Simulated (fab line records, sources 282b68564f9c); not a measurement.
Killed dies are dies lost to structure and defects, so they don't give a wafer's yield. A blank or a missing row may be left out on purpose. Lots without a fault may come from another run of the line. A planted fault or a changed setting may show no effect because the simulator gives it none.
A struck lot beside a sound one | flow rit_cmos | 17 steps out of a route of 202
Sound: wafers L144.1, L144.3, L144.5. Struck: wafer L152.6. (L152.1, L152.5 of the same lot were not struck and are left out.) The cause comes at the end.
At each step with rows: each side's tool, then ch and its chambers, then its first start. Under that, the readings that differ: sound wafers | struck wafers | difference of the means | sigmas: that difference in standard deviations of wafers without a fault.
alike: readings whose means differ by less than 2 such deviations, and words and numbers that are the same on both sides. not compared: withheld readings, readings that some wafer has no value for, bounds like >300 that may hide the same value, and numbers for which the record gives no deviation and whose values overlap.
The two part at a step that has a row with sigmas, a row that says differs or no value, or rows on one side only. Numbers that don't overlap but have no deviation are shown without sigmas and don't part them. A reading that every wafer of one side lacks parts them only if that side has two wafers or more.

RIT_M1_SPUTTER_00: material Al, target thk 400 nm, time 500 s.
  sound on pvd_sputter-04, day 3 15:16; struck on pvd_sputter-04, day 5 04:44
  alike: throttle_valve_pct
RIT_M1_RS_MEAS_01: measures by four-point-probe.
  sound on film_metro-01, day 3 15:33; struck on film_metro-02, day 5 05:02
  alike: M1_AL_RS
RIT_M1_THK_MEAS_02: measures by xrf.
  sound on film_metro-01, day 3 15:40; struck on film_metro-02, day 5 05:09
  alike: M1_AL_THK
then, 6 steps without rows for these wafers: RIT_M1_HMDS_03 (prime time 60 s); RIT_M1_COAT_04 (resist thk 1300 nm); RIT_M1_SOFTBAKE_05 (time 60 s); RIT_M1_EXPOSE_06 (exposes mask M12, target cd 2600 nm); RIT_M1_PEB_07; RIT_M1_DEVELOP_08 (develop time 68 s).
RIT_M1_CD_MEAS_09: target cd 2600 nm.
  sound on cd_sem-01, day 3 16:44; struck on cd_sem-02, day 5 06:22
  alike: cd_nm
  not compared: hold
RIT_M1_OVL_MEAS_10:
  sound on overlay-01, day 3 16:52; struck on overlay-02, day 5 06:29
  alike: M1_OVL
  not compared: hold
then, 1 step without rows for these wafers: RIT_M1_HARDBAKE_11 (time 120 s).
RIT_M1_METAL_ETCH_12: etches Al in Cl2/BCl3, stops on SiO2, time 165 s, target depth 600 nm.
  sound on rie_metal-02 ch 0, day 3 17:10; struck on rie_metal-01 ch 0, day 5 06:50
  reading                                  | sound             | struck | difference | sigmas
  rf_fwd_power_W (W)                       | 249.4 248.6 248.9 | 348.7  | +99.7      | +99 or more
  throttle_valve_pct (%)                   | 8.53 8.54 8.52    | 8.27   | -0.26      | -2
  model.NOVOLAK_of_M1_COAT_04.thk_nm (nm)  | 795 795.1 790.6   | 665.1  | -128.5     |
  model.M1.cd_nm (nm)                      | 2595 2595 2597    | 2578   | -18        |
  model.SiO2_of_CONTACT_CVD_00.thk_nm (nm) | 361.4 363.5 365.6 | 354.8  | -8.7       |
  alike: drypump_motor_current_A, he_backside_leak_sccm, mfc_cl2_sccm, oes_product_au
  not compared: rf_hours_counter_h
then, 1 step without rows for these wafers: RIT_M1_STRIP_13 (strips in nmp, time 600 s).
RIT_M1_STRIP_14: strips in O2, time 180 s.
  sound on plasma_asher-03 ch 0,1, day 3 17:30; struck on plasma_asher-02 ch 1, day 5 07:10
  reading                     | sound       | struck | difference | sigmas
  drypump_motor_current_A (A) | 5.6 6.5 6.5 | 4.9    | -1.3       | -2
  not compared: rf_hours_counter_h
RIT_M1_CD_MEAS_90: target cd 2600 nm.
  sound on cd_sem-01, day 3 17:40; struck on cd_sem-01, day 5 07:38
  reading    | sound                | struck | difference | sigmas
  cd_nm (nm) | 2595.2 2595.5 2596.7 | 2577.7 | -18.1      | -6
  not compared: hold
RIT_M1_PROBE_99:
  the record has rows for the struck wafers here (prober-01, day 5 13:31) and none for the sound ones

WHERE THEY PART
First at RIT_M1_METAL_ETCH_12; last, within this record, at RIT_M1_PROBE_99.

WHY: what the simulator had put in
Process parameter drift: rie_metal-01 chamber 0, from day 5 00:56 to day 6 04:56, at RIT_M1_METAL_ETCH_12. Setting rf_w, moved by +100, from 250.
